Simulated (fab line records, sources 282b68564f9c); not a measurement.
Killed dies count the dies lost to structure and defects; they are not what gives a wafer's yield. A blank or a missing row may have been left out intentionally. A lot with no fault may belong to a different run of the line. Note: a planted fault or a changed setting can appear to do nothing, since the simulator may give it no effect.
fab line records	flow rit-cmos
record lots=7	wafers=21	last-day=7
route steps=202 shown PRETRO@69 GATE@75 FOX2@80 M1@202
lots with no fault: from the same line, run without faults
start-h: hours from the record's first day to the start of the lot's first wafer shown	wait-h: how many hours have passed since the lot's step before this one	" unchanged from the row above	L1.1+2: several wafers, shown together as one row	- either no value or no given start	* or withheld: withheld	< > ~ a bound
route shown NAME@n: a module of which the file shows steps, and the number in the route of the first	usual: average and standard deviation across the fault-free wafers	same: alike in all rows	chamber/n: place in a boat	sites: each site's reading	_std_site: the standard deviation of these	_edge_site: inner sites' mean taken away from outer sites' mean	radius-mm: for every site, how far away it sits from the centre of the wafer	mask NAME#n: copy n	behind: the most recent tool/chamber to have shaped the wafer	hold: the reason the lot was held/the length of the hold in hours/how it ended	device: the n, p or np transistor that did not switch	end of line: the route-end tests of the same wafers	where a step has no rows: the recipe by itself	killed: the dies lost at the first sort to structure and to defects; this is not the yield of the wafer	map: a wafer's dies, x killed, . not, _ none there
set.NAME: the run value of the setting; set.NAME@STEP: its run value at that earlier step	model.NAME: the simulator's own value behind a step, which no gauge read
certain route steps with their lots: each step a table, each wafer a row
services: the hour from which a tool's chamber was out of use, counted from the record's first day as start-h (under 0 if before that day), plus the number of hours and why
## steps
# step RIT_PRETRO_DEVELOP_05
# recipe resist=NOVOLAK	develop-time-s=68	dev-temp-c=23
# step RIT_PRETRO_OVL_MEAS_06
# usual PRETRO_OVL=-0.3/1.5
lot.wafer	tool	chamber	start-h	wait-h	PRETRO_OVL[nm]
L529.2	overlay-01	-	50.88	-	-0.8
L529.5	"	-	"	"	-0.9
L529.6	"	-	"	"	-0.8
L531.1	overlay-01	-	61.70	-	-0.7
L531.5	"	-	"	"	-1.2
L531.6	"	-	"	"	-1.6
L532.1	overlay-02	-	66.12	-	-0.4
L532.2	"	-	"	"	-0.6
L532.6	"	-	"	"	-1.8
L533.2	overlay-01	-	70.64	-	-3.2
L533.3	"	-	"	"	-1.4
L533.5	"	-	"	"	-1.9
L536.2	overlay-01	-	86.43	-	3.7
L536.3	"	-	"	"	2.3
L536.4	"	-	"	"	0.8
L539.2	overlay-02	-	100.77	-	-3.0
L539.3	"	-	"	"	-2.3
L539.6	"	-	"	"	-3.4
L548.1	overlay-01	-	147.18	-	0.7
L548.3	"	-	"	"	0.4
L548.6	"	-	"	"	0.8
# step RIT_PRETRO_HARDBAKE_07
# recipe resist=NOVOLAK	temp-c=140	time-s=120
# step RIT_PRETRO_IMPLANT_08
# recipe species=B	energy-kev=45	dose-cm2=1.2e+13	tilt-deg=7
# step RIT_PRETRO_STRIP_09
# recipe chemistry=O2	time-s=180	resist=NOVOLAK	platen-temp-c=withheld	power-w=500	pressure-mtorr=4000	o2-flow-sccm=4000
# usual drypump-motor-current-A=5.7/0.39
lot.wafer	tool	chamber	start-h	wait-h	drypump-motor-current-A	rf-hours-counter-h
L529.2	plasma-asher-04	0	51.31	0.1	5.9	39
L529.5	"	0	"	"	5.9	-
L529.6	"	1	"	"	5.7	-
L531.1	plasma-asher-01	1	62.14	0.1	6.2	43
L531.5	"	1	"	"	6.1	-
L531.6	"	0	"	"	5.4	-
L532.1	plasma-asher-01	0	66.56	0.1	5.4	43
L532.2	"	1	"	"	6.1	43
L532.6	"	0	"	"	5.4	-
L533.2	plasma-asher-01	1	71.07	0.1	6.2	44
L533.3	"	0	"	"	5.4	-
L533.5	"	1	"	"	6.1	-
L536.2	plasma-asher-04	1	86.91	0.1	5.7	43
L536.3	"	1	"	"	5.7	-
L536.4	"	0	"	"	5.9	-
L539.2	plasma-asher-04	1	101.20	0.1	5.7	44
L539.3	"	1	"	"	5.6	-
L539.6	"	0	"	"	5.9	-
L548.1	plasma-asher-04	0	147.74	0.1	5.9	3
L548.3	"	1	"	"	5.7	-
L548.6	"	0	"	"	5.9	-
# step RIT_PRETRO_TW_MEAS_10
# usual PRETRO_TW=474/9.2
lot.wafer	tool	chamber	start-h	wait-h	PRETRO_TW
L529.2	film-metro-01	-	51.49	0.1	462
L529.5	"	-	"	"	462
L529.6	"	-	"	"	463
L531.1	film-metro-02	-	62.31	0.1	482
L531.5	"	-	"	"	478
L531.6	"	-	"	"	479
L532.1	film-metro-01	-	66.73	0.1	463
L532.2	"	-	"	"	463
L532.6	"	-	"	"	463
L533.2	film-metro-01	-	71.26	0.1	462
L533.3	"	-	"	"	464
L533.5	"	-	"	"	463
L536.2	film-metro-03	-	87.10	0.1	480
L536.3	"	-	"	"	482
L536.4	"	-	"	"	481
L539.2	film-metro-01	-	101.38	0.1	459
L539.3	"	-	"	"	462
L539.6	"	-	"	"	460
L548.1	film-metro-03	-	147.92	0.1	483
L548.3	"	-	"	"	483
L548.6	"	-	"	"	480
# step RIT_GATE_WET_ETCH_00
# recipe chemistry=BOE	target=SiO2	target-depth-nm=56	time-s=60	dry=n2-spin	dilution=10:1	temp-c=21.5
# step RIT_GATE_CLEAN_01
# recipe chemistry=SC1	mix=3:3:50	time-s=600	temp-c=75
# step RIT_GATE_CLEAN_02
# recipe chemistry=dHF	dilution=50:1	time-s=30
# step RIT_GATE_CLEAN_03
# recipe chemistry=SC2	mix=3:3:50	time-s=600	temp-c=75	dry=n2-spin
# step RIT_GATE_CLEAN_04
# recipe chemistry=dHF	dilution=50:1	time-s=60	dry=n2-spin
# step RIT_FOX2_THK_MEAS_91
# recipe reads=SiO2_of_FOX2_OXIDATION_00
# usual FIELD_OXIDE_LEFT_2_THK=256/5.9
lot.wafer	tool	chamber	start-h	wait-h	FIELD_OXIDE_LEFT_2_THK[nm]
L529.2	film-metro-04	-	51.97	0.0	264
L529.5	"	-	"	"	261
L529.6	"	-	"	"	260
L531.1	film-metro-04	-	62.81	0.0	251
L531.5	"	-	"	"	248
L531.6	"	-	"	"	255
L532.1	film-metro-04	-	67.21	0.0	252
L532.2	"	-	"	"	250
L532.6	"	-	"	"	247
L533.2	film-metro-04	-	71.75	0.0	255
L533.3	"	-	"	"	250
L533.5	"	-	"	"	250
L536.2	film-metro-03	-	87.59	0.0	253
L536.3	"	-	"	"	251
L536.4	"	-	"	"	254
L539.2	film-metro-04	-	101.86	0.0	258
L539.3	"	-	"	"	246
L539.6	"	-	"	"	250
L548.1	film-metro-04	-	148.41	0.0	252
L548.3	"	-	"	"	256
L548.6	"	-	"	"	250
# step RIT_GATE_OXIDATION_05
# recipe temp-c=900	ambient=O2	target-thk-a=30	ox-time-s=270
# usual ox-time-s=270/0	spike-tc-source-C=924/3	tube-center-temp-C=899.99/0.081	tube_center_temp_C_max=902.3/0.36	zone-power-source-pct=26.0/2.3
lot.wafer	tool	chamber	start-h	wait-h	ox-time-s	spike-tc-source-C	tube-center-temp-C	tube_center_temp_C_max	zone-power-source-pct	model.SiO2_of_GATE_OXIDATION_05.thk-nm
L529.2	furnace-02	0	52.05	0.1	270	927	900.11	902.3	28.5	2.932
L529.5	"	0	"	"	270	926	900.04	902.3	29.1	3.001
L529.6	"	0	"	"	270	929	900	902.1	28.7	2.951
L531.1	furnace-02	0	63.45	0.6	270	928	900.14	902.4	28.7	2.93
L531.5	"	0	"	"	270	929	899.89	902.0	28.7	2.92
L531.6	"	0	"	"	270	928	900.06	902.9	28.7	2.958
L532.1	furnace-02	0	67.27	0.1	324	928	900.12	902.8	28.6	3.385
L532.2	"	0	"	"	324	928	899.89	902.3	28.8	3.397
L532.6	"	0	"	"	324	926	900.05	901.9	28.8	3.413
L533.2	furnace-02	0	71.80	0.0	324	927	899.96	902.7	28.6	3.484
L533.3	"	0	"	"	324	928	899.98	902.3	28.8	3.478
L533.5	"	0	"	"	324	930	899.88	902.0	28.2	3.461
L536.2	furnace-02	0	87.64	0.0	324	926	900	902.7	28.6	3.424
L536.3	"	0	"	"	324	927	899.86	902.7	29.3	3.45
L536.4	"	0	"	"	324	928	900.01	902.2	28.9	3.423
L539.2	furnace-04	0	101.91	0.0	270	919	900.06	903.1	23.6	2.972
L539.3	"	0	"	"	270	920	899.86	902.6	23.6	2.982
L539.6	"	0	"	"	270	922	899.82	902.4	24.0	2.935
L548.1	furnace-04	0	149.27	0.8	270	921	899.98	902.2	24.2	3.08
L548.3	"	0	"	"	270	922	900.05	902.0	24.1	3.082
L548.6	"	0	"	"	270	922	899.85	902.9	23.8	3.057
# step RIT_GATE_ANNEAL_06
# recipe temp-c=900	time-s=600	ambient=N2O
# step RIT_GATE_THK_MEAS_07
# recipe reads=SiO2_of_GATE_OXIDATION_05
# usual GATE_OXIDE_THK=3.00/0.062
lot.wafer	tool	chamber	start-h	wait-h	GATE_OXIDE_THK[nm]
L529.2	film-metro-04	-	53.64	0.0	2.94
L529.5	"	-	"	"	3.01
L529.6	"	-	"	"	2.96
L531.1	film-metro-03	-	64.78	0.0	2.96
L531.5	"	-	"	"	2.93
L531.6	"	-	"	"	2.96
L532.1	film-metro-04	-	68.60	0.0	3.39
L532.2	"	-	"	"	3.39
L532.6	"	-	"	"	3.39
L533.2	film-metro-01	-	74.45	0.0	3.49
L533.3	"	-	"	"	3.57
L533.5	"	-	"	"	3.48
L536.2	film-metro-01	-	88.97	0.0	3.44
L536.3	"	-	"	"	3.43
L536.4	"	-	"	"	3.44
L539.2	film-metro-04	-	103.31	0.0	2.99
L539.3	"	-	"	"	2.98
L539.6	"	-	"	"	2.85
L548.1	film-metro-03	-	150.59	0.0	3.08
L548.3	"	-	"	"	3.09
L548.6	"	-	"	"	3.04
# step RIT_GATE_CVD_08
# recipe material=poly-Si	target-thk-nm=250	temp-c=610	precursor=SiH4	time-s=2220	pressure-mtorr=300	sih4-flow-sccm=100
# step RIT_M1_PROBE_99
# usual killed-at-contacts=0.1/0.32	killed-at-front-end=7/3	killed-dies=7/3	killed-open=3.4/2.2	killed-short=3.3/1.8
# same gross-dies=264	killed_at_M0_to_M3=0	killed_at_M4_up=0	killed-at-back-side=0	killed-at-other=0
lot.wafer	tool	chamber	start-h	wait-h	killed-at-contacts	killed-at-front-end	killed-dies	killed-open	killed-short	model.etest.pmos_0p3.r-on-ohm-um	model.etest.pmos-turned.r-on-ohm-um	model.etest.pmos_0p15.r-on-ohm-um	model.etest.nmos_0p3.r-on-ohm-um	model.etest.nmos_0p15.r-on-ohm-um	model.etest.nmos_0p15.drive-ua-um	model.etest.nmos-narrow.drive-ua-um	model.etest.nmos_0p3.drive-ua-um
L529.2	prober-01	-	78.24	0.1	0	8	8	4	4	5951	3119	2565	2072	1087	491	233.4	235.8
L529.5	prober-01	-	78.39	0.2	0	4	4	2	2	6062	3207	2590	2130	1084	498.8	229.1	229.1
L529.6	prober-01	-	78.44	0.2	0	7	7	1	6	6154	3293	2655	2136	1090	493	236.8	231.8
L531.1	prober-01	-	87.62	0.1	0	11	11	7	4	6297	3564	2840	2099	1100	477.5	236	233.4
L531.5	prober-01	-	87.82	0.2	0	11	11	4	7	6346	3527	2809	2114	1099	494.7	237.8	236.8
L531.6	prober-01	-	87.87	0.2	0	8	8	5	3	6328	3523	2816	2109	1099	482.4	232.9	230.8
L532.1	prober-02	-	91.74	0.1	0	4	4	0	4	6904	3632	2980	2329	1186	412.5	197.6	194
L532.2	prober-02	-	91.79	0.1	0	8	8	5	3	6970	3663	2999	2351	1194	419.5	195.7	192.8
L532.6	prober-02	-	91.99	0.2	0	6	6	3	3	7029	3785	3062	2378	1213	405.8	190.5	189.6
L533.2	prober-01	-	97.26	0.1	0	5	5	0	5	7213	3967	3150	2341	1183	417.2	189.9	190.3
L533.3	prober-01	-	97.31	0.2	0	1	1	1	0	7248	3996	3163	2336	1190	414.8	192	189.7
L533.5	prober-01	-	97.41	0.2	0	11	11	7	4	7176	3943	3140	2334	1170	419.7	190.3	192.4
L536.2	prober-02	-	111.62	0.1	0	3	3	0	3	6968	3602	2906	2332	1180	431	194.7	195.3
L536.3	prober-02	-	111.67	0.2	0	6	6	4	2	7076	3662	2943	2362	1184	424.7	188.2	191
L536.4	prober-02	-	111.72	0.2	0	3	3	1	2	6909	3568	2894	2331	1182	436.4	194.5	194.1
L539.2	prober-01	-	127.37	0.1	0	6	6	6	0	6185	3340	2710	2187	1175	456.7	223.9	223.2
L539.3	prober-01	-	127.42	0.2	1	6	7	3	4	6231	3324	2736	2189	1155	458.4	225.2	224.2
L539.6	prober-01	-	127.57	0.2	0	2	2	1	1	6010	3194	2601	2139	1138	477.1	232.6	229.8
L548.1	prober-02	-	173.62	0.1	0	11	11	1	10	6409	3530	2771	2197	1140	463	221.9	219.1
L548.3	prober-02	-	173.72	0.2	0	5	5	4	1	6396	3495	2802	2183	1121	464.7	220.4	222.8
L548.6	prober-02	-	173.87	0.2	0	5	5	4	1	6427	3567	2852	2196	1185	458	222.5	221.6
# killed by level:class
L529.2 SILICIDE:geometric-particle:short=2 SILICIDE:geometric-particle:open=2 FOX1:geometric-particle:open=1 FOX1:geometric-particle:short=1 GATE:geometric-particle:short=1 GATE:geometric-particle:open=1
L529.5 ACTIVE:geometric-particle:open=1 FOX2:geometric-particle:open=1 GATE:geometric-particle:short=1 REOX:geometric-particle:short=1
L529.6 SILICIDE:geometric-particle:short=3 GATE:geometric-particle:short=2 SPACER:geometric-particle:short=1 SILICIDE:geometric-particle:open=1
L531.1 GATE:geometric-particle:open=4 GATE:geometric-particle:short=2 FOX1:geometric-particle:open=1 FOX2:geometric-particle:open=1 REOX:geometric-particle:short=1 SPACER:geometric-particle:open=1 SPACER:geometric-particle:short=1
L531.5 GATE:geometric-particle:short=2 GATE:geometric-particle:open=2 SPACER:geometric-particle:open=2 SPACER:geometric-particle:short=2 FOX1:geometric-particle:short=1 FOX2:geometric-particle:short=1 REOX:geometric-particle:short=1
L531.6 GATE:geometric-particle:open=3 FOX1:geometric-particle:open=2 GATE:geometric-particle:short=2 SPACER:geometric-particle:short=1
L532.1 FOX1:geometric-particle:short=1 GATE:geometric-particle:short=1 SPACER:geometric-particle:short=1 SILICIDE:geometric-particle:short=1
L532.2 GATE:geometric-particle:open=2 ACTIVE:geometric-particle:open=1 GATE:geometric-particle:short=1 SPACER:geometric-particle:short=1 SPACER:geometric-particle:open=1 SILICIDE:geometric-particle:open=1 SILICIDE:geometric-particle:short=1
L532.6 SPACER:geometric-particle:short=2 GATE:geometric-particle:short=1 GATE:geometric-particle:open=1 SPACER:geometric-particle:open=1 SILICIDE:geometric-particle:open=1
L533.2 GATE:geometric-particle:short=2 FOX2:geometric-particle:short=1 REOX:geometric-particle:short=1 SPACER:geometric-particle:short=1
L533.3 FOX1:geometric-particle:open=1
L533.5 GATE:geometric-particle:open=3 REOX:geometric-particle:short=2 SPACER:geometric-particle:open=2 REOX:geometric-particle:open=1 SPACER:geometric-particle:short=1 SILICIDE:geometric-particle:short=1 SILICIDE:geometric-particle:open=1
L536.2 GATE:geometric-particle:short=1 REOX:geometric-particle:short=1 SPACER:geometric-particle:short=1
L536.3 GATE:geometric-particle:open=2 FOX1:geometric-particle:open=1 FOX1:geometric-particle:short=1 FOX2:geometric-particle:short=1 REOX:geometric-particle:open=1
L536.4 GATE:geometric-particle:short=2 SPACER:geometric-particle:open=1
L539.2 GATE:geometric-particle:open=2 FOX1:geometric-particle:open=1 REOX:geometric-particle:open=1 SPACER:geometric-particle:open=1 SILICIDE:geometric-particle:open=1
L539.3 GATE:geometric-particle:open=2 REOX:geometric-particle:short=2 GATE:geometric-particle:short=1 SPACER:geometric-particle:short=1 CONTACT:geometric-particle:open=1
L539.6 FOX2:geometric-particle:open=1 SPACER:geometric-particle:short=1
L548.1 GATE:geometric-particle:short=4 FOX2:geometric-particle:short=2 SPACER:geometric-particle:short=2 GATE:geometric-particle:open=1 REOX:geometric-particle:short=1 SILICIDE:geometric-particle:short=1
L548.3 GATE:geometric-particle:open=3 REOX:geometric-particle:short=1 SILICIDE:geometric-particle:open=1
L548.6 GATE:geometric-particle:open=2 REOX:geometric-particle:open=1 REOX:geometric-particle:short=1 SILICIDE:geometric-particle:open=1
## services
tool	chamber	start-h	hours	kind
furnace-04	-	59.94	3.0	pm
plasma-asher-04	-	108.75	9.0	pm
plasma-asher-04	0	108.75	9.0	vent-cycle
plasma-asher-04	1	108.75	9.0	vent-cycle
furnace-02	-	114.22	2.1	pm
plasma-asher-04	0	117.75	-	clean
plasma-asher-04	1	117.75	-	clean
plasma-asher-01	-	141.83	6.1	repair
plasma-asher-01	-	142.26	2.1	repair
## key
first-sign step=RIT_GATE_OXIDATION_05	reading=ox-time-s	direction=up	sigmas=99+	usual=*	struck=*
effect step=RIT_GATE_THK_MEAS_07	reading=GATE_OXIDE_THK	direction=up	sigmas=7.2	usual=3.00	struck=3.45
model-effect step=RIT_GATE_OXIDATION_05	value=SiO2_of_GATE_OXIDATION_05.thk-nm	without=2.98	struck=3.435
model-effect step=RIT_M1_PROBE_99	value=etest.pmos_0p3.r-on-ohm-um	without=6277	struck=7055
met-at RIT_GATE_OXIDATION_05
struck-wafers L532.1,L532.2,L532.6,L533.2,L533.3,L533.5,L536.2,L536.3,L536.4
tester-left-out L532,L533,L536
onset-between 63.45 67.27
fault kind=process-parameter-drift	tool=furnace-02	chamber=-	onset-h=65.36	steps=RIT_GATE_OXIDATION_05	channel=ox-time-s	offset=*	shape=step	end-h=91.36	acts-in=*	stated=*
# tester-left-out: of these lots the tester's yield and bins aren't shown, on N5 and GAA mostly nor the transistor test; their killed dies are dies lost to structure and defects alone, not to doping, threshold or leakage, so they don't give the yield
